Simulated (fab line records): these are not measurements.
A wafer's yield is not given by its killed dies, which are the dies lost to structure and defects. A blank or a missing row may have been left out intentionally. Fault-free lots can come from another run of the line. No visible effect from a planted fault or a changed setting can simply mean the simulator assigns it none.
fab line records + flow ritCmos
record
- lots=14
- wafers=42
- lastDay=7
route steps=202 shown NRETRO@61 M1@186
lots untouched by any fault: they come from a run of this same line in which no faults occurred
startH: the number of hours between the record's first day and the start of the first shown wafer of the lot + waitH: hours elapsed since this lot's preceding step + " unchanged from the row above + L1.1+2: a single row standing in for several wafers + - value missing, or start not given + * or withheld: withheld + < > ~ a bound
route shown NAME@n: NAME is a module with steps in the file, n the number in the route of the first one + usual: mean/standard deviation taken from wafers without a fault + same: alike in all rows + chamber/n: place in a boat + sites: each site's reading + _std_site: standard deviation of those values + _edge_site: outer sites' mean less inner sites' + radiusMm: how far each site lies from the wafer's centre + mask NAME#n: copy n + behind: the most recent tool/chamber to have shaped the wafer + hold: cause of the lot's hold/its duration in hours/its outcome + device: whichever transistor did not switch (one of n, p or np) + end of line: the route-end tests of the same wafers + a step with no rows: only its recipe + killed: not the wafer's yield, but the dies lost to structure and defects at the first sort + map: a wafer's dies, x killed, . not, _ none there
set.NAME: setting as actually run; set.NAME@STEP: the setting as run at that earlier step + model.NAME: the simulator's own value behind a step, which no gauge read
a sample of lots followed through the steps of the route, with each step as a table and each wafer as a row
services: the hour from which a tool's chamber was out of use, counted from the record's first day as startH (under 0 if before that day), plus the number of hours and why
## steps
# step RIT_NRETRO_IMPLANT_08
# recipe
- species=P
- energyKev=70
- doseCm2=1e+13
- tiltDeg=7
# usual
- doseIonsCm2=9.998e+12/1.1e+10
- faradayCurrentUA=31.7/0.65
| lot.wafer | tool         | chamber | startH | waitH | doseIonsCm2 | faradayCurrentUA |
|-----------|--------------|---------|--------|-------|-------------|------------------|
| L788.3    | implanter-03 | 0       | 35.33  | 0.2   | 9.98e+12    | 31.2             |
| L788.5    | "            | 0       | "      | "     | 9.988e+12   | 31.8             |
| L788.6    | "            | 0       | "      | "     | 9.983e+12   | 31.5             |
| L789.1    | implanter-03 | 0       | 40.63  | 0.2   | 1.0013e+13  | 31.5             |
| L789.2    | "            | 0       | "      | "     | 9.964e+12   | 31.1             |
| L789.4    | "            | 0       | "      | "     | 9.974e+12   | 32.5             |
| L790.2    | implanter-03 | 0       | 46.15  | 0.2   | 9.985e+12   | 31.8             |
| L790.3    | "            | 0       | "      | "     | 9.997e+12   | 32.4             |
| L790.6    | "            | 0       | "      | "     | 9.976e+12   | 31.9             |
| L791.2    | implanter-01 | 0       | 49.17  | 0.2   | 9.991e+12   | 31.5             |
| L791.3    | "            | 0       | "      | "     | 9.985e+12   | 32.5             |
| L791.5    | "            | 0       | "      | "     | 9.983e+12   | 31.3             |
| L792.1    | implanter-01 | 0       | 54.26  | 0.2   | 9.983e+12   | 32.3             |
| L792.3    | "            | 0       | "      | "     | 1.0002e+13  | 31.0             |
| L792.6    | "            | 0       | "      | "     | 9.981e+12   | 30.5             |
| L793.3    | implanter-03 | 0       | 58.65  | 0.2   | 1.0003e+13  | 32.3             |
| L793.4    | "            | 0       | "      | "     | 9.999e+12   | 33.1             |
| L793.5    | "            | 0       | "      | "     | 1.0001e+13  | 32.2             |
| L794.1    | implanter-03 | 0       | 64.08  | 0.2   | 9.991e+12   | 31.6             |
| L794.3    | "            | 0       | "      | "     | 9.998e+12   | 32.2             |
| L794.6    | "            | 0       | "      | "     | 9.993e+12   | 32.5             |
| L796.2    | implanter-01 | 0       | 71.71  | 0.2   | 1.0005e+13  | 32.2             |
| L796.4    | "            | 0       | "      | "     | 1.0003e+13  | 32.3             |
| L796.5    | "            | 0       | "      | "     | 9.99e+12    | 31.0             |
| L797.1    | implanter-03 | 0       | 79.46  | 0.2   | 9.999e+12   | 31.8             |
| L797.3    | "            | 0       | "      | "     | 1.0004e+13  | 32.4             |
| L797.6    | "            | 0       | "      | "     | 1.001e+13   | 31.4             |
| L802.1    | implanter-03 | 0       | 101.72 | 0.2   | 6.695e+12   | 21.1             |
| L802.2    | "            | 0       | "      | "     | 6.695e+12   | 21.4             |
| L802.6    | "            | 0       | "      | "     | 6.713e+12   | 22.0             |
| L804.1    | implanter-03 | 0       | 110.61 | 0.2   | 6.686e+12   | 20.9             |
| L804.2    | "            | 0       | "      | "     | 6.71e+12    | 21.5             |
| L804.4    | "            | 0       | "      | "     | 6.698e+12   | 20.6             |
| L806.2    | implanter-01 | 0       | 125.76 | 0.2   | 1.0006e+13  | 32.1             |
| L806.5    | "            | 0       | "      | "     | 1.0008e+13  | 31.7             |
| L806.6    | "            | 0       | "      | "     | 9.993e+12   | 32.1             |
| L808.1    | implanter-01 | 0       | 132.56 | 0.2   | 9.992e+12   | 31.4             |
| L808.5    | "            | 0       | "      | "     | 1e+13       | 31.7             |
| L808.6    | "            | 0       | "      | "     | 9.996e+12   | 32.3             |
| L809.1    | implanter-04 | 0       | 136.49 | 0.2   | 1.0011e+13  | 31.7             |
| L809.3    | "            | 0       | "      | "     | 1.0007e+13  | 31.1             |
| L809.4    | "            | 0       | "      | "     | 1.0011e+13  | 31.9             |
# step RIT_NRETRO_TW_MEAS_10
# usual
- NRETRO_TW=1053/6.7
| lot.wafer | tool         | chamber | startH | waitH | hold                    | NRETRO_TW |
|-----------|--------------|---------|--------|-------|-------------------------|-----------|
| L788.3    | filmMetro-01 | -       | 35.62  | 0.1   | -                       | 1040      |
| L788.5    | "            | -       | "      | "     | -                       | 1039      |
| L788.6    | "            | -       | "      | "     | -                       | 1048      |
| L789.1    | filmMetro-01 | -       | 40.96  | 0.1   | -                       | 1047      |
| L789.2    | "            | -       | "      | "     | -                       | 1045      |
| L789.4    | "            | -       | "      | "     | -                       | 1051      |
| L790.2    | filmMetro-03 | -       | 46.46  | 0.1   | -                       | 1051      |
| L790.3    | "            | -       | "      | "     | -                       | 1048      |
| L790.6    | "            | -       | "      | "     | -                       | 1046      |
| L791.2    | filmMetro-01 | -       | 49.48  | 0.1   | -                       | 1044      |
| L791.3    | "            | -       | "      | "     | -                       | 1045      |
| L791.5    | "            | -       | "      | "     | -                       | 1046      |
| L792.1    | filmMetro-03 | -       | 54.58  | 0.1   | -                       | 1051      |
| L792.3    | "            | -       | "      | "     | -                       | 1051      |
| L792.6    | "            | -       | "      | "     | -                       | 1051      |
| L793.3    | filmMetro-02 | -       | 58.94  | 0.1   | -                       | 1060      |
| L793.4    | "            | -       | "      | "     | -                       | 1062      |
| L793.5    | "            | -       | "      | "     | -                       | 1068      |
| L794.1    | filmMetro-02 | -       | 64.41  | 0.1   | -                       | 1065      |
| L794.3    | "            | -       | "      | "     | -                       | 1067      |
| L794.6    | "            | -       | "      | "     | -                       | 1066      |
| L796.2    | filmMetro-02 | -       | 72.02  | 0.1   | -                       | 1054      |
| L796.4    | "            | -       | "      | "     | -                       | 1064      |
| L796.5    | "            | -       | "      | "     | -                       | 1059      |
| L797.1    | filmMetro-03 | -       | 79.79  | 0.1   | -                       | 1047      |
| L797.3    | "            | -       | "      | "     | -                       | 1048      |
| L797.6    | "            | -       | "      | "     | -                       | 1053      |
| L802.1    | filmMetro-01 | -       | 102.04 | 0.1   | awaitDispo/0.2h/release | 926       |
| L802.2    | "            | -       | "      | "     | awaitDispo/0.2h/release | 923       |
| L802.6    | "            | -       | "      | "     | awaitDispo/0.2h/release | 927       |
| L802.1    | filmMetro-01 | -       | 102.27 | 0.2   | -                       | 925       |
| L802.2    | "            | -       | "      | "     | -                       | 923       |
| L802.6    | "            | -       | "      | "     | -                       | 923       |
| L804.1    | filmMetro-03 | -       | 110.94 | 0.1   | awaitDispo/0.2h/release | 920       |
| L804.2    | "            | -       | "      | "     | awaitDispo/0.2h/release | 921       |
| L804.4    | "            | -       | "      | "     | awaitDispo/0.2h/release | 924       |
| L804.1    | filmMetro-03 | -       | 111.17 | 0.2   | -                       | 922       |
| L804.2    | "            | -       | "      | "     | -                       | 923       |
| L804.4    | "            | -       | "      | "     | -                       | 923       |
| L806.2    | filmMetro-01 | -       | 126.07 | 0.1   | -                       | 1054      |
| L806.5    | "            | -       | "      | "     | -                       | 1060      |
| L806.6    | "            | -       | "      | "     | -                       | 1051      |
| L808.1    | filmMetro-01 | -       | 132.89 | 0.1   | -                       | 1054      |
| L808.5    | "            | -       | "      | "     | -                       | 1056      |
| L808.6    | "            | -       | "      | "     | -                       | 1052      |
| L809.1    | filmMetro-01 | -       | 136.82 | 0.1   | -                       | 1058      |
| L809.3    | "            | -       | "      | "     | -                       | 1051      |
| L809.4    | "            | -       | "      | "     | -                       | 1055      |
# step RIT_M1_THK_MEAS_02
# recipe
- thkMeasGauge=xrf
- reads=Al_of_M1_SPUTTER_00
# usual
- M1_AL_THK=386/4.5
| lot.wafer | tool         | chamber | startH | waitH | M1_AL_THK[nm] |
|-----------|--------------|---------|--------|-------|---------------|
| L788.3    | filmMetro-01 | -       | 62.34  | 0.1   | 384           |
| L788.5    | "            | -       | "      | "     | 385           |
| L788.6    | "            | -       | "      | "     | 384           |
| L789.1    | filmMetro-02 | -       | 67.07  | 0.1   | 394           |
| L789.2    | "            | -       | "      | "     | 390           |
| L789.4    | "            | -       | "      | "     | 391           |
| L790.2    | filmMetro-02 | -       | 70.56  | 0.1   | 386           |
| L790.3    | "            | -       | "      | "     | 389           |
| L790.6    | "            | -       | "      | "     | 386           |
| L791.2    | filmMetro-03 | -       | 78.51  | 0.1   | 383           |
| L791.3    | "            | -       | "      | "     | 378           |
| L791.5    | "            | -       | "      | "     | 378           |
| L792.1    | filmMetro-03 | -       | 81.86  | 0.1   | 383           |
| L792.3    | "            | -       | "      | "     | 384           |
| L792.6    | "            | -       | "      | "     | 387           |
| L793.3    | filmMetro-01 | -       | 85.84  | 0.1   | 391           |
| L793.4    | "            | -       | "      | "     | 381           |
| L793.5    | "            | -       | "      | "     | 381           |
| L794.1    | filmMetro-01 | -       | 95.24  | 0.1   | 386           |
| L794.3    | "            | -       | "      | "     | 389           |
| L794.6    | "            | -       | "      | "     | 386           |
| L796.2    | filmMetro-01 | -       | 98.46  | 0.1   | 384           |
| L796.4    | "            | -       | "      | "     | 383           |
| L796.5    | "            | -       | "      | "     | 381           |
| L797.1    | filmMetro-03 | -       | 111.61 | 0.1   | 384           |
| L797.3    | "            | -       | "      | "     | 389           |
| L797.6    | "            | -       | "      | "     | 380           |
| L802.1    | filmMetro-01 | -       | 129.63 | 0.1   | 385           |
| L802.2    | "            | -       | "      | "     | 379           |
| L802.6    | "            | -       | "      | "     | 382           |
| L804.1    | filmMetro-02 | -       | 141.53 | 0.1   | 398           |
| L804.2    | "            | -       | "      | "     | 396           |
| L804.4    | "            | -       | "      | "     | 393           |
| L806.2    | filmMetro-02 | -       | 154.06 | 0.1   | 385           |
| L806.5    | "            | -       | "      | "     | 384           |
| L806.6    | "            | -       | "      | "     | 386           |
| L808.1    | filmMetro-03 | -       | 160.40 | 0.1   | 381           |
| L808.5    | "            | -       | "      | "     | 384           |
| L808.6    | "            | -       | "      | "     | 384           |
| L809.1    | filmMetro-03 | -       | 163.99 | 0.1   | 381           |
| L809.3    | "            | -       | "      | "     | 382           |
| L809.4    | "            | -       | "      | "     | 384           |
# step RIT_M1_CD_MEAS_09
# recipe
- targetCdNm=2600
# usual
- cdNm=2600.6/1.8
| lot.wafer | tool     | chamber | startH | waitH | cdNm   |
|-----------|----------|---------|--------|-------|--------|
| L788.3    | cdSem-01 | -       | 63.42  | -     | 2599.3 |
| L788.5    | "        | -       | "      | "     | 2599.0 |
| L788.6    | "        | -       | "      | "     | 2598.2 |
| L789.1    | cdSem-01 | -       | 68.14  | -     | 2598.8 |
| L789.2    | "        | -       | "      | "     | 2602.5 |
| L789.4    | "        | -       | "      | "     | 2600.1 |
| L790.2    | cdSem-01 | -       | 71.68  | -     | 2601.8 |
| L790.3    | "        | -       | "      | "     | 2600.6 |
| L790.6    | "        | -       | "      | "     | 2601.3 |
| L791.2    | cdSem-01 | -       | 79.65  | -     | 2596.7 |
| L791.3    | "        | -       | "      | "     | 2598.2 |
| L791.5    | "        | -       | "      | "     | 2597.1 |
| L792.1    | cdSem-01 | -       | 82.85  | -     | 2598.4 |
| L792.3    | "        | -       | "      | "     | 2598.4 |
| L792.6    | "        | -       | "      | "     | 2598.7 |
| L793.3    | cdSem-01 | -       | 86.80  | -     | 2599.0 |
| L793.4    | "        | -       | "      | "     | 2601.2 |
| L793.5    | "        | -       | "      | "     | 2600.3 |
| L794.1    | cdSem-01 | -       | 96.31  | -     | 2598.3 |
| L794.3    | "        | -       | "      | "     | 2601.3 |
| L794.6    | "        | -       | "      | "     | 2599.9 |
| L796.2    | cdSem-01 | -       | 99.53  | -     | 2601.0 |
| L796.4    | "        | -       | "      | "     | 2602.9 |
| L796.5    | "        | -       | "      | "     | 2604.0 |
| L797.1    | cdSem-01 | -       | 112.67 | -     | 2602.5 |
| L797.3    | "        | -       | "      | "     | 2601.4 |
| L797.6    | "        | -       | "      | "     | 2599.8 |
| L802.1    | cdSem-02 | -       | 130.57 | -     | 2600.4 |
| L802.2    | "        | -       | "      | "     | 2598.7 |
| L802.6    | "        | -       | "      | "     | 2600.1 |
| L804.1    | cdSem-02 | -       | 142.47 | -     | 2601.6 |
| L804.2    | "        | -       | "      | "     | 2601.5 |
| L804.4    | "        | -       | "      | "     | 2598.4 |
| L806.2    | cdSem-01 | -       | 155.01 | -     | 2602.0 |
| L806.5    | "        | -       | "      | "     | 2603.4 |
| L806.6    | "        | -       | "      | "     | 2603.5 |
| L808.1    | cdSem-01 | -       | 161.46 | -     | 2598.0 |
| L808.5    | "        | -       | "      | "     | 2600.2 |
| L808.6    | "        | -       | "      | "     | 2598.8 |
| L809.1    | cdSem-02 | -       | 165.06 | -     | 2601.5 |
| L809.3    | "        | -       | "      | "     | 2601.2 |
| L809.4    | "        | -       | "      | "     | 2602.3 |
# step RIT_M1_BOW_MEAS_16
# recipe
- mode=bow
# usual
- M1_BOW=18/7.4
| lot.wafer | tool         | chamber | startH | waitH | M1_BOW[um] |
|-----------|--------------|---------|--------|-------|------------|
| L788.3    | filmMetro-02 | -       | 66.06  | 0.0   | 11         |
| L788.5    | "            | -       | "      | "     | 11         |
| L788.6    | "            | -       | "      | "     | 22         |
| L789.1    | filmMetro-03 | -       | 70.68  | 0.0   | 23         |
| L789.2    | "            | -       | "      | "     | 17         |
| L789.4    | "            | -       | "      | "     | 20         |
| L790.2    | filmMetro-01 | -       | 74.22  | 0.0   | 36         |
| L790.3    | "            | -       | "      | "     | 33         |
| L790.6    | "            | -       | "      | "     | 34         |
| L791.2    | filmMetro-02 | -       | 82.24  | 0.0   | 15         |
| L791.3    | "            | -       | "      | "     | 7          |
| L791.5    | "            | -       | "      | "     | 15         |
| L792.1    | filmMetro-03 | -       | 85.43  | 0.0   | 21         |
| L792.3    | "            | -       | "      | "     | 29         |
| L792.6    | "            | -       | "      | "     | 14         |
| L793.3    | filmMetro-03 | -       | 89.34  | 0.0   | 18         |
| L793.4    | "            | -       | "      | "     | 20         |
| L793.5    | "            | -       | "      | "     | 17         |
| L794.1    | filmMetro-03 | -       | 98.85  | 0.0   | 7          |
| L794.3    | "            | -       | "      | "     | 14         |
| L794.6    | "            | -       | "      | "     | 16         |
| L796.2    | filmMetro-02 | -       | 102.07 | 0.0   | 22         |
| L796.4    | "            | -       | "      | "     | 16         |
| L796.5    | "            | -       | "      | "     | 30         |
| L797.1    | filmMetro-03 | -       | 115.26 | 0.0   | 12         |
| L797.3    | "            | -       | "      | "     | 13         |
| L797.6    | "            | -       | "      | "     | 25         |
| L802.1    | filmMetro-02 | -       | 133.14 | 0.0   | 14         |
| L802.2    | "            | -       | "      | "     | 15         |
| L802.6    | "            | -       | "      | "     | 12         |
| L804.1    | filmMetro-01 | -       | 145.01 | 0.0   | 10         |
| L804.2    | "            | -       | "      | "     | 20         |
| L804.4    | "            | -       | "      | "     | 20         |
| L806.2    | filmMetro-01 | -       | 157.56 | 0.0   | 26         |
| L806.5    | "            | -       | "      | "     | 15         |
| L806.6    | "            | -       | "      | "     | 20         |
| L808.1    | filmMetro-01 | -       | 164.13 | 0.0   | 12         |
| L808.5    | "            | -       | "      | "     | 24         |
| L808.6    | "            | -       | "      | "     | 23         |
| L809.1    | filmMetro-02 | -       | 167.77 | 0.0   | 14         |
| L809.3    | "            | -       | "      | "     | 24         |
| L809.4    | "            | -       | "      | "     | 18         |
# step RIT_M1_PROBE_99
# usual
- killedAtContacts=0.1/0.25
- killedAtFrontEnd=6.8/2.9
- killedDies=6.9/2.9
- killedOpen=3.3/1.9
- killedShort=3.6/1.9
# same
- grossDies=264
- killed_at_M0_to_M3=0
- killed_at_M4_up=0
- killedAtBackSide=0
- killedAtOther=0
| lot.wafer | tool      | chamber | startH | waitH | killedAtContacts | killedAtFrontEnd | killedDies | killedOpen | killedShort |
|-----------|-----------|---------|--------|-------|------------------|------------------|------------|------------|-------------|
| L804.1    | prober-01 | -       | 145.13 | 0.1   | 0                | 4                | 4          | 3          | 1           |
| L804.2    | prober-01 | -       | 145.18 | 0.1   | 0                | 7                | 7          | 4          | 3           |
| L804.4    | prober-01 | -       | 145.28 | 0.2   | 0                | 2                | 2          | 0          | 2           |
| L806.2    | prober-01 | -       | 157.71 | 0.1   | 0                | 6                | 6          | 4          | 2           |
| L806.5    | prober-01 | -       | 157.86 | 0.2   | 0                | 5                | 5          | 4          | 1           |
| L806.6    | prober-01 | -       | 157.91 | 0.2   | 0                | 5                | 5          | 2          | 3           |
# killed by level:class
L804.1 GATE:geometricParticle:open=1 REOX:geometricParticle:short=1 SPACER:geometricParticle:open=1 SILICIDE:geometricParticle:open=1
L804.2 REOX:geometricParticle:open=2 FOX1:geometricParticle:open=1 FOX2:geometricParticle:short=1 GATE:geometricParticle:short=1 GATE:geometricParticle:open=1 SILICIDE:geometricParticle:short=1
L804.4 GATE:geometricParticle:short=1 SILICIDE:geometricParticle:short=1
L806.2 FOX2:geometricParticle:open=2 FOX1:geometricParticle:open=1 GATE:geometricParticle:open=1 GATE:geometricParticle:short=1 SPACER:geometricParticle:short=1
L806.5 GATE:geometricParticle:open=3 FOX1:geometricParticle:short=1 SPACER:geometricParticle:open=1
L806.6 FOX1:geometricParticle:short=2 FOX1:geometricParticle:open=2 FOX2:geometricParticle:short=1
## services
| tool         | chamber | startH | hours | kind   |
|--------------|---------|--------|-------|--------|
| implanter-03 | -       | 11.52  | 6.2   | pm     |
| implanter-01 | -       | 24.77  | 3.8   | repair |
| implanter-03 | -       | 41.81  | 1.9   | repair |
| implanter-04 | -       | 44.14  | 15.7  | pm     |
| implanter-03 | -       | 48.56  | 4.6   | repair |
| implanter-04 | -       | 100.37 | 19.7  | pm     |
| implanter-01 | -       | 118.44 | 0.8   | repair |
## key
firstSign
- step=RIT_NRETRO_IMPLANT_08
- reading=doseIonsCm2
- direction=down
- sigmas=99+
- usual=9.998e+12
- struck=6.699e+12
effect
- step=RIT_NRETRO_IMPLANT_08
- reading=faradayCurrentUA
- direction=down
- sigmas=16
- usual=31.7
- struck=21.3
effect
- step=RIT_NRETRO_TW_MEAS_10
- reading=visit
- direction=added
effect
- step=RIT_NRETRO_TW_MEAS_10
- reading=NRETRO_TW
- direction=down
- sigmas=19
- usual=1053
- struck=924
metAt RIT_NRETRO_IMPLANT_08
struckLots L802,L804
testerLeftOut L802,L804
notActingAt RIT_M1_THK_MEAS_02,RIT_M1_CD_MEAS_09,RIT_M1_BOW_MEAS_16
onsetBetween 79.46 101.72
fault
- kind=processParameterDrift
- tool=implanter-03
- chamber=-
- onsetH=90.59
- steps=RIT_NRETRO_IMPLANT_08
- channel=doseCm2
- offset=-3.3e+12
- shape=step
- endH=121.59
- actsIn=theseRecipesOnly
- stated=1e+13
# testerLeftOut: of these lots the tester's yield and bins aren't shown, on N5 and GAA mostly nor the transistor test; their killed dies are dies lost to structure and defects alone, not to doping, threshold or leakage, so they don't give the yield
